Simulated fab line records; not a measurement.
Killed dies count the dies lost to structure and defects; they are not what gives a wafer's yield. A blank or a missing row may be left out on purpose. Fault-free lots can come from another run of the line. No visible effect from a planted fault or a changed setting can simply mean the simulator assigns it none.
Chamber matching :: flow berkeley cmos170 :: rie diel-03 running UCB170_V1_ETCH_14: 4 sister chambers
The step etches SiO2 in CHF3/CF4/Ar, stops on Al, target depth 1250 nm, time 291 s. 4 wafers are shown with their chamber, then 7 later ones without.

== WAFERS, EACH WITH ITS CHAMBER ==
wafer: L793.1
chamber: 2
throttle valve pct (%): 6.83

wafer: L793.2
chamber: 0
throttle valve pct (%): 6.81

wafer: L796.1
chamber: 1
throttle valve pct (%): 6.96

wafer: L796.4
chamber: 3
throttle valve pct (%): 7.15

== WAFERS MISSING THEIR CHAMBER ==
wafer: L796.6
throttle valve pct (%): 6.93

wafer: L799.2
throttle valve pct (%): 7.16

wafer: L799.3
throttle valve pct (%): 6.96

wafer: L799.4
throttle valve pct (%): 6.82

wafer: L800.4
throttle valve pct (%): 7.17

wafer: L800.5
throttle valve pct (%): 6.82

wafer: L800.6
throttle valve pct (%): 7.16

== CHAMBER TAKEN BY EACH ==
wafer: L796.6
from the rows above: 1
in truth: 1

wafer: L799.2
from the rows above: 3
in truth: 3

wafer: L799.3
from the rows above: 1
in truth: 1

wafer: L799.4
from the rows above: can't be placed: 2 or 0
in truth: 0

wafer: L800.4
from the rows above: 3
in truth: 3

wafer: L800.5
from the rows above: can't be placed: 2 or 0
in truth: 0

wafer: L800.6
from the rows above: 3
in truth: 3
Correctly placed: 5 of 7. From these rows, 2 cannot be placed; in 2 the true chamber is one of the candidates. Wrongly placed: 0.
How it was worked out, from the rows above alone: a wafer's distance from a chamber is the root of the sum, over the readings, of the square of ((its reading less the chamber's mean) divided by the reading's scatter). If the next closest chamber is less than 2 further off than the closest, the wafer can't be placed; otherwise it belongs to the closest. For every chamber, the mean is computed from those of its wafers that are shown. The scatter (one wafer shown for each chamber): square how far every hidden wafer sits from the nearest shown wafer, average those squares and take the square root.
